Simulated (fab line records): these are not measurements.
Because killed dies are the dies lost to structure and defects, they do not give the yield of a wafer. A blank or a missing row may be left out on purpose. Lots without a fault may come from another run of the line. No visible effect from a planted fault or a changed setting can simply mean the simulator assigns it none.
fab line records + flow rit_cmos
[record]
- lots = 14
- wafers = 42
- last_day = 7
route steps=202 shown PSD@143 M1@202
lots untouched by any fault: they come from a run of this same line in which no faults occurred
start_h: start of the lot's first displayed wafer, in hours after the record's first day + wait_h: hours since the lot's step before + " unchanged from the row above + L1.1+2: several wafers, shown together as one row + - either no value or no given start + * or withheld: withheld + < > ~ a bound
route shown NAME@n: NAME is a module with steps in the file, n the number in the route of the first one + usual: mean/standard deviation of fault-free wafers + same: alike in all rows + chamber/n: place in a boat + sites: readings site by site + _std_site: standard deviation across them + _edge_site: outer sites' mean less inner sites' + radius_mm: how far each site lies from the wafer's centre + mask NAME#n: copy n + behind: the most recent tool/chamber to have shaped the wafer + hold: cause of the lot's hold/its duration in hours/its outcome + device: which transistor (n, p or np) failed to switch + end of line: tests of these same wafers at the route's end + for a step that has no rows: nothing shown but its recipe + killed: not the wafer's yield, but the dies lost to structure and defects at the first sort + map: shows each die of a wafer: x if killed, . if not, _ if none is there
set.NAME: the setting the step ran with; set.NAME@STEP: the setting that earlier step ran with + model.NAME: the simulator's own value behind a step, which no gauge read
a sample of lots followed through the steps of the route, with each step as a table and each wafer as a row
[[steps]]
[step RIT_PSD_COAT_01]
[recipe]
- resist = NOVOLAK
- spin_rpm = 3250
- resist_thk_nm = 1000
[usual]
- spin_speed_rpm = 3250.0/2.1
| lot.wafer | tool           | chamber | start_h | wait_h | spin_speed_rpm |
|-----------|----------------|---------|---------|--------|----------------|
| L136.1    | litho_track-02 | 0       | 49.19   | 0.1    | 3247.9         |
| L136.3    | "              | 0       | "       | "      | 3246.8         |
| L136.5    | "              | 0       | "       | "      | 3248.7         |
| L137.1    | litho_track-04 | 0       | 54.09   | 0.1    | 3249.1         |
| L137.2    | "              | 0       | "       | "      | 3245.9         |
| L137.4    | "              | 0       | "       | "      | 3247.5         |
| L138.2    | litho_track-01 | 0       | 58.90   | 0.1    | 3249.4         |
| L138.3    | "              | 0       | "       | "      | 3252.0         |
| L138.4    | "              | 0       | "       | "      | 3249.3         |
| L139.1    | litho_track-02 | 0       | 67.07   | 0.1    | 3248.7         |
| L139.4    | "              | 0       | "       | "      | 3253.2         |
| L139.6    | "              | 0       | "       | "      | 3248.7         |
| L140.1    | litho_track-01 | 0       | 68.95   | 0.1    | 3250.4         |
| L140.3    | "              | 0       | "       | "      | 3250.9         |
| L140.4    | "              | 0       | "       | "      | 3249.5         |
| L142.2    | litho_track-04 | 0       | 78.27   | 0.1    | 3252.3         |
| L142.3    | "              | 0       | "       | "      | 3247.7         |
| L142.4    | "              | 0       | "       | "      | 3246.2         |
| L144.1    | litho_track-02 | 0       | 87.89   | 0.1    | 3250.3         |
| L144.4    | "              | 0       | "       | "      | 3246.7         |
| L144.6    | "              | 0       | "       | "      | 3250.1         |
| L145.1    | litho_track-04 | 0       | 94.18   | 0.1    | 3251.4         |
| L145.2    | "              | 0       | "       | "      | 3253.5         |
| L145.4    | "              | 0       | "       | "      | 3249.4         |
| L147.1    | litho_track-01 | 0       | 102.59  | 0.1    | 3250.6         |
| L147.5    | "              | 0       | "       | "      | 3252.8         |
| L147.6    | "              | 0       | "       | "      | 3252.9         |
| L151.1    | litho_track-01 | 0       | 122.29  | 0.1    | 3105.9         |
| L151.2    | "              | 0       | "       | "      | 3107.7         |
| L151.4    | "              | 0       | "       | "      | 3107.5         |
| L153.1    | litho_track-04 | 0       | 132.83  | 0.1    | 3252.9         |
| L153.3    | "              | 0       | "       | "      | 3251.7         |
| L153.5    | "              | 0       | "       | "      | 3251.7         |
| L154.1    | litho_track-01 | 0       | 140.27  | 0.1    | 3105.2         |
| L154.4    | "              | 0       | "       | "      | 3104.9         |
| L154.5    | "              | 0       | "       | "      | 3107.2         |
| L156.2    | litho_track-02 | 0       | 148.33  | 0.1    | 3247.7         |
| L156.3    | "              | 0       | "       | "      | 3248.0         |
| L156.6    | "              | 0       | "       | "      | 3252.2         |
| L157.1    | litho_track-02 | 0       | 153.20  | 0.1    | 3251.9         |
| L157.2    | "              | 0       | "       | "      | 3248.2         |
| L157.5    | "              | 0       | "       | "      | 3251.0         |
[step RIT_M1_PROBE_99]
[usual]
- killed_at_contacts = 0.1/0.32
- killed_at_front_end = 7/3
- killed_dies = 7/3
- killed_open = 3.4/2.2
- killed_short = 3.3/1.8
[same]
- gross_dies = 264
- killed_at_M0_to_M3 = 0
- killed_at_M4_up = 0
- killed_at_back_side = 0
- killed_at_other = 0
| lot.wafer | tool      | chamber | start_h | wait_h | killed_at_contacts | killed_at_front_end | killed_dies | killed_open | killed_short |
|-----------|-----------|---------|---------|--------|--------------------|---------------------|-------------|-------------|--------------|
| L136.1    | prober-01 | -       | 58.48   | 0.1    | 0                  | 4                   | 4           | 3           | 1            |
| L136.3    | prober-01 | -       | 58.58   | 0.2    | 0                  | 5                   | 5           | 2           | 3            |
| L136.5    | prober-01 | -       | 58.68   | 0.2    | 0                  | 5                   | 5           | 2           | 3            |
| L137.1    | prober-02 | -       | 64.36   | 0.1    | 0                  | 3                   | 3           | 2           | 1            |
| L137.2    | prober-02 | -       | 64.41   | 0.1    | 1                  | 5                   | 6           | 3           | 3            |
| L137.4    | prober-02 | -       | 64.51   | 0.2    | 0                  | 12                  | 12          | 7           | 5            |
| L138.2    | prober-01 | -       | 68.51   | 0.1    | 0                  | 10                  | 10          | 6           | 4            |
| L138.3    | prober-01 | -       | 68.56   | 0.2    | 0                  | 6                   | 6           | 4           | 2            |
| L138.4    | prober-01 | -       | 68.61   | 0.2    | 2                  | 5                   | 7           | 2           | 5            |
| L139.1    | prober-02 | -       | 76.29   | 0.1    | 0                  | 5                   | 5           | 1           | 4            |
| L139.4    | prober-02 | -       | 76.44   | 0.2    | 0                  | 7                   | 7           | 5           | 2            |
| L139.6    | prober-02 | -       | 76.54   | 0.2    | 0                  | 4                   | 4           | 1           | 3            |
| L140.1    | prober-01 | -       | 78.19   | 0.1    | 0                  | 14                  | 14          | 8           | 6            |
| L140.3    | prober-01 | -       | 78.29   | 0.2    | 0                  | 5                   | 5           | 2           | 3            |
| L140.4    | prober-01 | -       | 78.34   | 0.2    | 0                  | 6                   | 6           | 4           | 2            |
| L142.2    | prober-01 | -       | 87.67   | 0.1    | 0                  | 5                   | 5           | 2           | 3            |
| L142.3    | prober-01 | -       | 87.72   | 0.2    | 0                  | 7                   | 7           | 3           | 4            |
| L142.4    | prober-01 | -       | 87.77   | 0.2    | 0                  | 10                  | 10          | 5           | 5            |
| L144.1    | prober-01 | -       | 97.21   | 0.1    | 0                  | 10                  | 10          | 5           | 5            |
| L144.4    | prober-01 | -       | 97.36   | 0.2    | 0                  | 4                   | 4           | 1           | 3            |
| L144.6    | prober-01 | -       | 97.46   | 0.2    | 0                  | 11                  | 11          | 9           | 2            |
| L145.1    | prober-02 | -       | 104.61  | 0.1    | 0                  | 8                   | 8           | 0           | 8            |
| L145.2    | prober-02 | -       | 104.66  | 0.1    | 0                  | 5                   | 5           | 2           | 3            |
| L145.4    | prober-02 | -       | 104.76  | 0.2    | 0                  | 13                  | 13          | 10          | 3            |
| L147.1    | prober-02 | -       | 111.57  | 0.1    | 0                  | 7                   | 7           | 5           | 2            |
| L147.5    | prober-02 | -       | 111.77  | 0.2    | 0                  | 1                   | 1           | 0           | 1            |
| L147.6    | prober-02 | -       | 111.82  | 0.2    | 0                  | 9                   | 9           | 5           | 4            |
| L151.1    | prober-02 | -       | 131.73  | 0.1    | 0                  | 6                   | 6           | 4           | 2            |
| L151.2    | prober-02 | -       | 131.78  | 0.1    | 1                  | 5                   | 6           | 2           | 4            |
| L151.4    | prober-02 | -       | 131.88  | 0.2    | 1                  | 3                   | 4           | 2           | 2            |
| L153.1    | prober-02 | -       | 142.08  | 0.1    | 1                  | 5                   | 6           | 4           | 2            |
| L153.3    | prober-02 | -       | 142.18  | 0.2    | 0                  | 11                  | 11          | 6           | 5            |
| L153.5    | prober-02 | -       | 142.28  | 0.2    | 0                  | 13                  | 13          | 10          | 3            |
| L154.1    | prober-01 | -       | 149.39  | 0.1    | 0                  | 4                   | 4           | 1           | 3            |
| L154.4    | prober-01 | -       | 149.54  | 0.2    | 0                  | 3                   | 3           | 1           | 2            |
| L154.5    | prober-01 | -       | 149.59  | 0.2    | 0                  | 2                   | 2           | 0           | 2            |
| L156.2    | prober-01 | -       | 158.64  | 0.1    | 0                  | 11                  | 11          | 6           | 5            |
| L156.3    | prober-01 | -       | 158.69  | 0.2    | 0                  | 8                   | 8           | 4           | 4            |
| L156.6    | prober-01 | -       | 158.84  | 0.2    | 0                  | 6                   | 6           | 3           | 3            |
| L157.1    | prober-02 | -       | 162.15  | 0.1    | 0                  | 11                  | 11          | 6           | 5            |
| L157.2    | prober-02 | -       | 162.20  | 0.1    | 0                  | 5                   | 5           | 2           | 3            |
| L157.5    | prober-02 | -       | 162.35  | 0.2    | 0                  | 7                   | 7           | 5           | 2            |
// killed by level:class
L136.1 GATE:geometric_particle:open=2 FOX1:geometric_particle:short=1 SILICIDE:geometric_particle:open=1
L136.3 GATE:geometric_particle:short=3 FOX2:geometric_particle:open=1 GATE:geometric_particle:open=1
L136.5 FOX2:geometric_particle:short=2 GATE:geometric_particle:open=2 FOX1:geometric_particle:short=1
L137.1 GATE:geometric_particle:open=2 GATE:geometric_particle:short=1
L137.2 GATE:geometric_particle:open=2 FOX1:geometric_particle:short=1 GATE:geometric_particle:short=1 REOX:geometric_particle:short=1 CONTACT:geometric_particle:open=1
L137.4 GATE:geometric_particle:short=4 GATE:geometric_particle:open=3 SPACER:geometric_particle:open=2 SILICIDE:geometric_particle:open=2 SPACER:geometric_particle:short=1
L138.2 GATE:geometric_particle:open=3 GATE:geometric_particle:short=2 FOX1:geometric_particle:open=1 FOX1:geometric_particle:short=1 FOX2:geometric_particle:open=1 SILICIDE:geometric_particle:open=1 SILICIDE:geometric_particle:short=1
L138.3 FOX1:geometric_particle:open=3 FOX1:geometric_particle:short=1 GATE:geometric_particle:short=1 GATE:geometric_particle:open=1
L138.4 GATE:geometric_particle:short=1 REOX:geometric_particle:short=1 SPACER:geometric_particle:short=1 SPACER:geometric_particle:open=1 SILICIDE:geometric_particle:short=1 CONTACT:geometric_particle:short=1 CONTACT:geometric_particle:open=1
L139.1 FOX1:geometric_particle:short=2 GATE:geometric_particle:short=1 REOX:geometric_particle:short=1 SILICIDE:geometric_particle:open=1
L139.4 GATE:geometric_particle:open=3 FOX1:geometric_particle:short=1 FOX1:geometric_particle:open=1 REOX:geometric_particle:open=1 SPACER:geometric_particle:short=1
L139.6 GATE:geometric_particle:short=3 SPACER:geometric_particle:open=1
L140.1 SILICIDE:geometric_particle:open=3 FOX1:geometric_particle:short=2 GATE:geometric_particle:open=2 GATE:geometric_particle:short=2 SPACER:geometric_particle:open=2 ACTIVE:geometric_particle:short=1 REOX:geometric_particle:open=1 SILICIDE:geometric_particle:short=1
L140.3 GATE:geometric_particle:short=2 FOX1:geometric_particle:open=1 FOX1:geometric_particle:short=1 FOX2:geometric_particle:open=1
L140.4 SILICIDE:geometric_particle:open=2 FOX2:geometric_particle:short=1 FOX2:geometric_particle:open=1 GATE:geometric_particle:short=1 GATE:geometric_particle:open=1
L142.2 GATE:geometric_particle:short=2 FOX1:geometric_particle:short=1 FOX1:geometric_particle:open=1 GATE:geometric_particle:open=1
L142.3 SPACER:geometric_particle:short=3 GATE:geometric_particle:short=1 GATE:geometric_particle:open=1 SPACER:geometric_particle:open=1 SILICIDE:geometric_particle:open=1
L142.4 GATE:geometric_particle:short=3 GATE:geometric_particle:open=2 SPACER:geometric_particle:short=2 REOX:geometric_particle:open=1 SPACER:geometric_particle:open=1 SILICIDE:geometric_particle:open=1
L144.1 GATE:geometric_particle:short=2 SPACER:geometric_particle:short=2 SILICIDE:geometric_particle:open=2 GATE:geometric_particle:open=1 REOX:geometric_particle:open=1 SPACER:geometric_particle:open=1 SILICIDE:geometric_particle:short=1
L144.4 GATE:geometric_particle:short=2 GATE:geometric_particle:open=1 REOX:geometric_particle:short=1
L144.6 GATE:geometric_particle:open=4 SILICIDE:geometric_particle:open=2 FOX2:geometric_particle:open=1 REOX:geometric_particle:open=1 REOX:geometric_particle:short=1 SPACER:geometric_particle:short=1 SPACER:geometric_particle:open=1
L145.1 GATE:geometric_particle:short=6 REOX:geometric_particle:short=2
L145.2 GATE:geometric_particle:open=2 SPACER:geometric_particle:short=2 GATE:geometric_particle:short=1
L145.4 GATE:geometric_particle:open=3 REOX:geometric_particle:open=2 SPACER:geometric_particle:open=2 SPACER:geometric_particle:short=2 SILICIDE:geometric_particle:open=2 FOX1:geometric_particle:short=1 FOX1:geometric_particle:open=1
L147.1 GATE:geometric_particle:open=4 GATE:geometric_particle:short=1 SILICIDE:geometric_particle:short=1 SILICIDE:geometric_particle:open=1
L147.5 REOX:geometric_particle:short=1
L147.6 FOX1:geometric_particle:open=2 GATE:geometric_particle:short=2 GATE:geometric_particle:open=2 REOX:geometric_particle:open=1 SPACER:geometric_particle:short=1 SILICIDE:geometric_particle:short=1
L151.1 GATE:geometric_particle:short=2 GATE:geometric_particle:open=2 FOX1:geometric_particle:open=1 REOX:geometric_particle:open=1
L151.2 GATE:geometric_particle:open=1 GATE:geometric_particle:short=1 REOX:geometric_particle:short=1 SPACER:geometric_particle:short=1 SILICIDE:geometric_particle:open=1 CONTACT:geometric_particle:short=1
L151.4 GATE:geometric_particle:short=1 REOX:geometric_particle:open=1 SPACER:geometric_particle:short=1 CONTACT:geometric_particle:open=1
L153.1 GATE:geometric_particle:open=2 FOX1:geometric_particle:open=1 GATE:geometric_particle:short=1 REOX:geometric_particle:short=1 CONTACT:geometric_particle:open=1
L153.3 GATE:geometric_particle:open=2 GATE:geometric_particle:short=2 SILICIDE:geometric_particle:open=2 FOX1:geometric_particle:short=1 FOX2:geometric_particle:short=1 REOX:geometric_particle:short=1 REOX:geometric_particle:open=1 SPACER:geometric_particle:open=1
L153.5 GATE:geometric_particle:open=5 GATE:geometric_particle:short=2 SPACER:geometric_particle:open=2 SILICIDE:geometric_particle:open=2 FOX1:geometric_particle:open=1 SILICIDE:geometric_particle:short=1
L154.1 FOX1:geometric_particle:open=1 FOX2:geometric_particle:short=1 GATE:geometric_particle:short=1 SILICIDE:geometric_particle:short=1
L154.4 FOX2:geometric_particle:short=1 GATE:geometric_particle:short=1 SILICIDE:geometric_particle:open=1
L154.5 FOX2:geometric_particle:short=1 SPACER:geometric_particle:short=1
L156.2 FOX1:geometric_particle:short=2 GATE:geometric_particle:open=2 SILICIDE:geometric_particle:open=2 FOX1:geometric_particle:open=1 FOX2:geometric_particle:short=1 GATE:geometric_particle:short=1 REOX:geometric_particle:open=1 SILICIDE:geometric_particle:short=1
L156.3 GATE:geometric_particle:open=2 SPACER:geometric_particle:short=2 FOX2:geometric_particle:open=1 FOX2:geometric_particle:short=1 GATE:geometric_particle:short=1 SILICIDE:geometric_particle:open=1
L156.6 GATE:geometric_particle:short=1 REOX:geometric_particle:open=1 REOX:geometric_particle:short=1 SPACER:geometric_particle:open=1 SILICIDE:geometric_particle:short=1 SILICIDE:geometric_particle:open=1
L157.1 GATE:geometric_particle:short=3 GATE:geometric_particle:open=3 FOX1:geometric_particle:short=2 FOX1:geometric_particle:open=1 FOX2:geometric_particle:open=1 REOX:geometric_particle:open=1
L157.2 SILICIDE:geometric_particle:short=2 FOX2:geometric_particle:short=1 GATE:geometric_particle:open=1 REOX:geometric_particle:open=1
L157.5 FOX1:geometric_particle:open=2 GATE:geometric_particle:short=2 GATE:geometric_particle:open=2 SPACER:geometric_particle:open=1
[[key]]
[first_sign]
- step = RIT_PSD_COAT_01
- reading = spin_speed_rpm
- direction = down
- sigmas = 69
- usual = 3250.0
- struck = 3106.4
effect none on later readings
met_at RIT_PSD_COAT_01
struck_lots L151,L154
tester_left_out L151,L154
onset_between 102.59 122.29
[fault]
- kind = process_parameter_drift
- tool = litho_track-01
- chamber = -
- onset_h = 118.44
- steps = RIT_PSD_COAT_01
- channel = spin_rpm
- offset = -143.5
- shape = step
- end_h = 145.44
- acts_in = these_recipes_only
- stated = 3250
// tester_left_out: of these lots the tester's yield and bins aren't shown, on N5 and GAA mostly nor the transistor test; their killed dies are dies lost to structure and defects alone, not to doping, threshold or leakage, so they don't give the yield
